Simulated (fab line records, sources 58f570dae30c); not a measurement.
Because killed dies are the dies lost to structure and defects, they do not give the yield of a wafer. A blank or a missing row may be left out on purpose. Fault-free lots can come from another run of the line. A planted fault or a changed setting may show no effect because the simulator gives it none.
Which tool was responsible? || flow berkeley-cmos170 || Sampling: 7 lots, 21 wafers, 2 of 331 route steps

## WHAT EACH GAUGE READ, for each wafer
UCB170_ACTIVE_OVL_MEAS_14.
{"lot": "L322", "measured": "day 5 06:24", "on": "overlay-02", "ACTIVE_OVL (nm)": "-2 -3 -2"}
{"lot": "L323", "measured": "day 5 06:15", "on": "overlay-01", "ACTIVE_OVL (nm)": "-1 -3 -5"}
{"lot": "L327", "measured": "day 6 00:18", "on": "overlay-02", "ACTIVE_OVL (nm)": "-158 -157 -160 -158 -157 -163"}
{"lot": "L329", "measured": "day 6 07:55", "on": "overlay-02", "ACTIVE_OVL (nm)": "-151 -153 -148 -152 -157 -151"}
{"lot": "L332", "measured": "day 7 01:33", "on": "overlay-01", "ACTIVE_OVL (nm)": "2 11 7"}
{"lot": "L336", "measured": "day 7 18:58", "on": "overlay-01", "ACTIVE_OVL (nm)": "-1 -7 -4"}
{"lot": "L339", "measured": "day 8 19:11", "on": "overlay-01", "ACTIVE_OVL (nm)": "12 0 0"}

## WHICH TOOL RAN EACH LOT (tool, then ch and the chambers of the sampled wafers, then the start)
{"lot": "L322", "UCB170_ACTIVE_EXPOSE_10": "krf-scanner-01 ch 0, day 5 05:46"}
{"lot": "L323", "UCB170_ACTIVE_EXPOSE_10": "krf-scanner-02 ch 0, day 5 05:29"}
{"lot": "L327", "UCB170_ACTIVE_EXPOSE_10": "krf-scanner-02 ch 0, day 5 23:47"}
{"lot": "L329", "UCB170_ACTIVE_EXPOSE_10": "krf-scanner-02 ch 0, day 6 07:23"}
{"lot": "L332", "UCB170_ACTIVE_EXPOSE_10": "krf-scanner-01 ch 0, day 7 00:26"}
{"lot": "L336", "UCB170_ACTIVE_EXPOSE_10": "krf-scanner-01 ch 0, day 7 17:55"}
{"lot": "L339", "UCB170_ACTIVE_EXPOSE_10": "krf-scanner-01 ch 0, day 8 18:41"}
- UCB170_ACTIVE_EXPOSE_10: exposes mask ACTIVE, target cd 1200 nm.

## THE ANSWER, worked out from the rows above alone
Rule: the lots themselves supply what counts as usual. Put in order of their means at a reading, lots are off if they are a third of the lots or fewer, leave a main group of 4 or more, and stand apart from it by a gap of 3 or more times the standard deviation of the main group's means; of several such gaps the widest counts. The tables above print the reading to a certain number of digits; a main group whose means all agree to those digits is not used. Also off: a lot with no number at a reading for which 4 or more lots have one. All remaining lots with rows at the step are treated as sound.
Off: at UCB170_ACTIVE_OVL_MEAS_14 (ACTIVE_OVL), L327, L329. For the main group the mean is 0 nm and the standard deviation 4.3.
If a tool, at a process step before that reading, ran all the lots that are off and no sound lot after the first of them, it fits. The gauges at UCB170_ACTIVE_OVL_MEAS_14 are tried like those tools. 2 tools fit, krf-scanner-02 at UCB170_ACTIVE_EXPOSE_10 and overlay-02 at UCB170_ACTIVE_OVL_MEAS_14, so this cannot tell which one it is.

## WHAT HAD BEEN PUT IN BY THE SIMULATOR
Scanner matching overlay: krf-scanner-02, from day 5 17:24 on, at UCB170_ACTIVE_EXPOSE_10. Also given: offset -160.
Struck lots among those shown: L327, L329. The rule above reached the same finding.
